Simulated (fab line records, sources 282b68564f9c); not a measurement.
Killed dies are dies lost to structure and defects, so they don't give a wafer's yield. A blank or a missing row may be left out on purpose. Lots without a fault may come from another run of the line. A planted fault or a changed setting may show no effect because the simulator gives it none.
Which tool did it? | flow rit_cmos | 14 lots, 42 wafers sampled, at 3 steps of a route of 202

WHAT THE GAUGES READ, wafer by wafer
RIT_NLDD_TW_MEAS_10.
lot  | measured    | on            | NLDD_TW
L493 | day 3 01:24 | film_metro-03 | 2471 2459 2464
L495 | day 3 13:15 | film_metro-04 | 2440 2441 2448
L496 | day 3 22:52 | film_metro-03 | 2457 2470 2461
L498 | day 4 08:23 | film_metro-04 | 2469 2465 2458
L500 | day 4 17:51 | film_metro-03 | 2477 2463 2467
L501 | day 4 21:56 | film_metro-01 | 2485 2497 2497
L502 | day 5 02:55 | film_metro-04 | 2469 2457 2464
L503 | day 5 07:53 | film_metro-03 | 2469 2462 2471
L505 | day 5 15:56 | film_metro-03 | 2461 2465 2466
L509 | day 6 11:16 | film_metro-03 | 2451 2467 2471
L510 | day 6 15:07 | film_metro-04 | 2479 2470 2483
L511 | day 6 15:13 | film_metro-03 | 2698 2709 2688 2688 2693 2698
L513 | day 7 04:37 | film_metro-01 | 2722 2734 2727 2713 2727 2709
L516 | day 7 22:00 | film_metro-01 | 2470 2466 2488

RIT_SDANNEAL_RS_MEAS_07: measures by four-point-probe.
lot  | measured    | on            | NLDD_RS (ohm/sq)
L493 | day 3 09:19 | film_metro-03 | 152.2 152.4 152.0
L495 | day 3 21:31 | film_metro-03 | 151.2 151.1 151.5
L496 | day 4 06:39 | film_metro-01 | 151.6 151.8 151.9
L498 | day 4 16:23 | film_metro-01 | 151.7 151.7 151.3
L500 | day 5 01:56 | film_metro-04 | 151.8 151.5 152.0
L501 | day 5 06:19 | film_metro-03 | 151.4 151.5 151.4
L502 | day 5 12:02 | film_metro-04 | 151.5 151.7 152.0
L503 | day 5 16:05 | film_metro-01 | 151.5 151.4 151.3
L505 | day 5 23:59 | film_metro-01 | 150.3 150.6 150.5
L509 | day 6 18:56 | film_metro-01 | 151.1 150.7 150.7
L510 | day 6 22:46 | film_metro-03 | 150.8 150.6 150.4
L511 | day 7 01:42 | film_metro-04 | 113.9 113.4 113.3 113.8 113.3 113.7
L513 | day 7 19:58 | film_metro-01 | 113.4 113.1 113.6 113.6 113.1 113.4
L516 | day 8 06:48 | film_metro-03 | 151.3 151.7 151.8

WHICH TOOL RAN EACH LOT (tool, then ch and the chambers of the sampled wafers, then the start)
lot  | RIT_NLDD_IMPLANT_08
L493 | implanter-04 ch 0, day 3 01:05
L495 | implanter-03 ch 0, day 3 12:58
L496 | implanter-03 ch 0, day 3 22:32
L498 | implanter-01 ch 0, day 4 08:04
L500 | implanter-01 ch 0, day 4 17:32
L501 | implanter-01 ch 0, day 4 21:38
L502 | implanter-04 ch 0, day 5 02:37
L503 | implanter-03 ch 0, day 5 07:35
L505 | implanter-04 ch 0, day 5 15:37
L509 | implanter-01 ch 0, day 6 10:57
L510 | implanter-04 ch 0, day 6 14:47
L511 | implanter-01 ch 0, day 6 14:54
L513 | implanter-01 ch 0, day 7 04:18
L516 | implanter-03 ch 0, day 7 21:41
- RIT_NLDD_IMPLANT_08

WHAT THE TOOLS THEMSELVES READ (means of the sampled wafers that have a number; where no wafer has one, the mark that the record gives instead)
RIT_NLDD_IMPLANT_08.
lot  | tool         | beam_energy_keV | beam_on_s (s) | faraday_current_uA
L493 | implanter-04 | 20.000          | 10.25         | 1535
L495 | implanter-03 | 19.998          | 10.11         | 1554
L496 | implanter-03 | 20.003          | 9.97          | 1577
L498 | implanter-01 | 19.998          | 10.07         | 1558
L500 | implanter-01 | 19.995          | 10.00         | 1576
L501 | implanter-01 | 20.008          | 9.89          | 1592
L502 | implanter-04 | 19.998          | 10.05         | 1560
L503 | implanter-03 | 20.004          | 9.79          | 1605
L505 | implanter-04 | 20.000          | 10.08         | 1553
L509 | implanter-01 | 19.995          | 9.96          | 1582
L510 | implanter-04 | 19.999          | 10.12         | 1552
L511 | implanter-01 | 20.001          | 14.31         | 1099
L513 | implanter-01 | 20.003          | 14.49         | 1084
L516 | implanter-03 | 20.002          | 10.03         | 1571

THE ANSWER, worked out from the rows above alone
Rule: what is usual is taken from the lots themselves. Put in order of their means at a reading, lots are off if they are a third of the lots or fewer, leave a main group of 4 or more, and stand apart from it by a gap of 3 or more times the standard deviation of the main group's means; of several such gaps the widest counts. A main group whose means are all the same, to the digits that the tables above print for the reading, isn't used. A lot without any number at a reading at which 4 lots or more have one is off too. The other lots that the step has rows for count as sound. The gauges are gone through in route order, then the tools' own readings, and for those a lot's mean is taken as printed above. The first step at which some lot is off is used, and at that step the reading that is off furthest; a lot without a number counts as furthest.
Off: L511, L513, at RIT_NLDD_TW_MEAS_10 (NLDD_TW). The main group: mean 2467, standard deviation 11.
A tool fits if, at a process step before that reading, it ran every lot that is off, and no sound lot after the first of them. The gauges at RIT_NLDD_TW_MEAS_10 aren't tried: what is off there is off at RIT_NLDD_IMPLANT_08 too, on other tools, and a gauge's error can't cause that. One fits: implanter-01 at RIT_NLDD_IMPLANT_08. Its last sound lot is L509 (day 6 10:57), its first lot that is off L511 (day 6 14:54): a fault that began between those two fits.
The tool's own readings at RIT_NLDD_IMPLANT_08 bear it out: on the lots that are off they differ by more than 5 times the standard deviation of the sound lots' means. beam_on_s reads 14.40 s there against 10.03 s on the sound lots; faraday_current_uA reads 1092 there against 1568 on the sound lots.

WHAT THE SIMULATOR HAD PUT IN
Process parameter drift: implanter-01, from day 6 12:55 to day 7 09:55, at RIT_NLDD_IMPLANT_08. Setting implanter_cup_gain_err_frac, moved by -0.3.
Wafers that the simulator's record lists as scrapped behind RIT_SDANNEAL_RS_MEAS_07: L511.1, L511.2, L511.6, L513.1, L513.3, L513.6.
Lots struck among those shown: L511, L513. The rule above found the same.
